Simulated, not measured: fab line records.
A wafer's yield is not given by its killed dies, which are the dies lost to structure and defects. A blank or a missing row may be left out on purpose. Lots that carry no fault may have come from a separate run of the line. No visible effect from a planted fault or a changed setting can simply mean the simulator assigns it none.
Split-lot trial / flow rit_cmos / on a route of 202 steps: 5 lots, 23 wafers read

ON THE SPLIT
At RIT_CONTACT_COAT_03 (resist thk 1000 nm), the setting resist_thk_nm was moved away from the recipe's 1000 nm on 7 of the 23 wafers read, by -5.6% to -3.5%. This setting was run at the recipe's value on the other wafers.

FROM THE SPLIT TO THE READING: what the file shows between them, 8 steps
- RIT_CONTACT_SOFTBAKE_04: time 60 s
- RIT_CONTACT_EXPOSE_05: exposes mask M11, target cd 1000 nm
- RIT_CONTACT_PEB_06
- RIT_CONTACT_DEVELOP_07: develop time 122.4 s
- RIT_CONTACT_CD_MEAS_08: target cd 1000 nm
- RIT_CONTACT_HARDBAKE_10: time 60 s
- RIT_CONTACT_ETCH_11: etches SiO2 in CHF3/CF4/Ar, stops on TiSi2, target depth 480 nm, time 320 s
- RIT_CONTACT_STRIP_12: strips in O2, time 180 s (also split here: time_s)

THE READING
Shown in nm: cd_nm at RIT_CONTACT_CD_MEAS_90, with target cd 1000 nm. Fault-free wafers of this fab line usually give 999.7 nm, standard deviation 2.7 nm.

wafer=L075.1; tool, chamber at the split=litho_track-03, 0; resist_thk_nm as run, nm=965.2; against the recipe=-3.5%; cd_nm, nm=1003.6; against lot-mates on the recipe=+2.4
wafer=L075.2; tool, chamber at the split=litho_track-03, 0; resist_thk_nm as run, nm=1000; against the recipe=recipe; cd_nm, nm=1001.0; against lot-mates on the recipe=-
wafer=L075.3; tool, chamber at the split=litho_track-03, 0; resist_thk_nm as run, nm=965.2; against the recipe=-3.5%; cd_nm, nm=1004.3; against lot-mates on the recipe=+3.1
wafer=L075.4; tool, chamber at the split=litho_track-03, 0; resist_thk_nm as run, nm=1000; against the recipe=recipe; cd_nm, nm=1001.4; against lot-mates on the recipe=-
wafer=L075.6; tool, chamber at the split=litho_track-03, 0; resist_thk_nm as run, nm=965.2; against the recipe=-3.5%; cd_nm, nm=1004.9; against lot-mates on the recipe=+3.7
wafer=L079.1; tool, chamber at the split=litho_track-04, 0; resist_thk_nm as run, nm=943.5; against the recipe=-5.6%; cd_nm, nm=1005.7; against lot-mates on the recipe=+5.7
wafer=L079.2; tool, chamber at the split=litho_track-04, 0; resist_thk_nm as run, nm=1000; against the recipe=recipe; cd_nm, nm=1000.6; against lot-mates on the recipe=-
wafer=L079.3; tool, chamber at the split=litho_track-04, 0; resist_thk_nm as run, nm=943.5; against the recipe=-5.6%; cd_nm, nm=1005.5; against lot-mates on the recipe=+5.5
wafer=L079.4; tool, chamber at the split=litho_track-04, 0; resist_thk_nm as run, nm=1000; against the recipe=recipe; cd_nm, nm=999.4; against lot-mates on the recipe=-
wafer=L079.5; tool, chamber at the split=litho_track-04, 0; resist_thk_nm as run, nm=1000; against the recipe=recipe; cd_nm, nm=1000.1; against lot-mates on the recipe=-
wafer=L080.1; tool, chamber at the split=litho_track-04, 0; resist_thk_nm as run, nm=1000; against the recipe=recipe; cd_nm, nm=994.4; against lot-mates on the recipe=-
wafer=L080.3; tool, chamber at the split=litho_track-04, 0; resist_thk_nm as run, nm=1000; against the recipe=recipe; cd_nm, nm=996.1; against lot-mates on the recipe=-
wafer=L080.4; tool, chamber at the split=litho_track-04, 0; resist_thk_nm as run, nm=1000; against the recipe=recipe; cd_nm, nm=993.9; against lot-mates on the recipe=-
wafer=L081.1; tool, chamber at the split=litho_track-04, 0; resist_thk_nm as run, nm=964.3; against the recipe=-3.6%; cd_nm, nm=1006.7; against lot-mates on the recipe=+5.2
wafer=L081.2; tool, chamber at the split=litho_track-04, 0; resist_thk_nm as run, nm=1000; against the recipe=recipe; cd_nm, nm=1003.5; against lot-mates on the recipe=-
wafer=L081.3; tool, chamber at the split=litho_track-04, 0; resist_thk_nm as run, nm=1000; against the recipe=recipe; cd_nm, nm=1000.7; against lot-mates on the recipe=-
wafer=L081.4; tool, chamber at the split=litho_track-04, 0; resist_thk_nm as run, nm=964.3; against the recipe=-3.6%; cd_nm, nm=1005.1; against lot-mates on the recipe=+3.6
wafer=L081.5; tool, chamber at the split=litho_track-04, 0; resist_thk_nm as run, nm=1000; against the recipe=recipe; cd_nm, nm=1000.4; against lot-mates on the recipe=-
wafer=L085.1; tool, chamber at the split=litho_track-02, 0; resist_thk_nm as run, nm=1000; against the recipe=recipe; cd_nm, nm=1001.0; against lot-mates on the recipe=-
wafer=L085.2; tool, chamber at the split=litho_track-02, 0; resist_thk_nm as run, nm=1000; against the recipe=recipe; cd_nm, nm=1001.6; against lot-mates on the recipe=-
wafer=L085.4; tool, chamber at the split=litho_track-02, 0; resist_thk_nm as run, nm=1000; against the recipe=recipe; cd_nm, nm=1000.9; against lot-mates on the recipe=-
wafer=L085.5; tool, chamber at the split=litho_track-02, 0; resist_thk_nm as run, nm=1000; against the recipe=recipe; cd_nm, nm=1001.3; against lot-mates on the recipe=-
wafer=L085.6; tool, chamber at the split=litho_track-02, 0; resist_thk_nm as run, nm=1000; against the recipe=recipe; cd_nm, nm=998.1; against lot-mates on the recipe=-

FIT RESULTS
A straight line over all 23 wafers: cd_nm changes by -1.25 nm for each +1% of resist_thk_nm; r = -0.74; the points scatter about the line by 2.4 nm.
The same after taking each lot's own level away (the mean of its wafers on the recipe; 23 wafers): -1 nm for each +1%; r = -0.90; scatter 1 nm.
Per that fit: largest resist_thk_nm move, reading shift of 5.7 nm.
From 994.80 to 1001.53 nm: that is the span of the lots' own levels, equal to 2.5 times the standard deviation above.
So the lot-to-lot level blurs the effect unless lot-mates are compared.
Check: for one of the wafers moved furthest among these (-5.6%), held out of the fit, the line's prediction against its lot-mates is +5.67 nm. Against them it came out at +5.67 nm.

ADDITIONAL SPLITS CARRIED BY THESE WAFERS
Before the reading, these wafers also passed through other splits. Each is held against what the fit with the lots' levels taken away leaves over:
other split on the same wafers=RIT_PLDD_IMPLANT_08 dose_cm2; wafers away from the commonest value=8; r with cd_nm (lot level and that fit taken away)=+0.14
other split on the same wafers=RIT_SPACER_ETCHBACK_05 time_s; wafers away from the commonest value=9; r with cd_nm (lot level and that fit taken away)=-0.29
other split on the same wafers=RIT_PSD_IMPLANT_08 energy_kev; wafers away from the commonest value=8; r with cd_nm (lot level and that fit taken away)=+0.02
other split on the same wafers=RIT_CONTACT_CVD_00 time_s; wafers away from the commonest value=4; r with cd_nm (lot level and that fit taken away)=-0.05
other split on the same wafers=RIT_CONTACT_STRIP_12 time_s; wafers away from the commonest value=8; r with cd_nm (lot level and that fit taken away)=+0.11

THE WHOLE CHAIN: every reading that the file lists as answering this split, in the file's order
step=RIT_CONTACT_COAT_03; what it does=resist thk 1000 nm; reading=NOVOLAK_of_CONTACT_COAT_03.thk_nm (the simulator's own value, which no gauge read); change (the file's fit)=+9.55 nm for each +1% of the setting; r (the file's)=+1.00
step=RIT_CONTACT_DEVELOP_07; what it does=develop time 122.4 s; reading=CONTACT.cd_nm (the simulator's own value, which no gauge read); change (the file's fit)=-1.01 nm for each +1% of the setting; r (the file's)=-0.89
step=RIT_CONTACT_CD_MEAS_08; what it does=target cd 1000 nm; reading=cd_nm; change (the file's fit)=-1.02 nm for each +1% of the setting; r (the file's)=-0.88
step=RIT_CONTACT_HARDBAKE_10; what it does=time 60 s; reading=NOVOLAK_of_CONTACT_COAT_03.thk_nm (the simulator's own value, which no gauge read); change (the file's fit)=+8.35 nm for each +1% of the setting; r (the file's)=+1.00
step=RIT_CONTACT_CD_MEAS_90; what it does=target cd 1000 nm; reading=cd_nm; change (the file's fit)=-1.02 nm for each +1% of the setting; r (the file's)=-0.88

THE FILE'S OWN FIT
cd_nm changes by -1.02 nm for each +1% of resist_thk_nm, r = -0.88.
